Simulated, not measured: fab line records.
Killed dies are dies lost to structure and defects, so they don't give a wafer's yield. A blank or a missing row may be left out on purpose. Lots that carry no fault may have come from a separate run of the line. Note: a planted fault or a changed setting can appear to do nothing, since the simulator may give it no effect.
Which tool did it? | flow berkeley_cmos170 | 7 lots with 21 wafers sampled at 2 steps, on a route of 331 steps

WHAT THE GAUGES READ, wafer by wafer
UCB170_NWELL_THK_MEAS_05.
lot  | measured    | on            | NWELL_NITRIDE_THK (nm)
L504 | day 2 09:50 | film_metro-03 | 224.6 226.2 226.6
L506 | day 3 04:18 | film_metro-01 | 230.1 231.0 230.1
L510 | day 3 14:23 | film_metro-01 | 223.3 224.1 222.2
L513 | day 4 07:33 | film_metro-03 | 448.9 450.0 450.0
L521 | day 6 03:50 | film_metro-03 | 221.3 220.6 220.2
L524 | day 6 16:56 | film_metro-02 | 225.2 225.1 225.1
L526 | day 7 09:26 | film_metro-02 | 221.8 225.6 224.2

WHAT TOOL EACH LOT RAN ON (gives the tool, then ch and the chambers of the sampled wafers, and finally the start)
lot  | UCB170_NWELL_CVD_04
L504 | lpcvd-01 ch 0, day 2 07:53
L506 | lpcvd-01 ch 0, day 3 01:23
L510 | lpcvd-01 ch 1, day 3 12:25
L513 | lpcvd-01 ch 0, day 4 02:45 and lpcvd-02 ch 0, day 4 05:35
L521 | lpcvd-01 ch 0, day 6 01:54
L524 | lpcvd-02 ch 1, day 6 15:00
L526 | lpcvd-01 ch 1, day 7 07:29
- UCB170_NWELL_CVD_04: deposits Si3N4 from SiH2Cl2/NH3, target thk 224 nm, time 3360 s.

THE ANSWER, worked out from the rows above alone
Rule: usual is defined by the lots themselves. Put in order of their means at a reading, lots are off if they are a third of the lots or fewer, leave a main group of 4 or more, and stand apart from it by a gap of 3 or more times the standard deviation of the main group's means; of several such gaps the widest counts. A main group is skipped when, at the precision printed for the reading in the tables above, its means are all equal. Also off: a lot with no number at a reading for which 4 or more lots have one. The other lots that the step has rows for count as sound.
Off: L513, at UCB170_NWELL_THK_MEAS_05 (NWELL_NITRIDE_THK). For the main group the mean is 224.8 nm and the standard deviation 3.
A tool fits if, at a process step before that reading, it ran every lot that is off, and no sound lot after the first of them. Those tools and the gauges at UCB170_NWELL_THK_MEAS_05 are tried in the same way. No candidate that was tried fits.

WHAT THE SIMULATOR HAD INSERTED
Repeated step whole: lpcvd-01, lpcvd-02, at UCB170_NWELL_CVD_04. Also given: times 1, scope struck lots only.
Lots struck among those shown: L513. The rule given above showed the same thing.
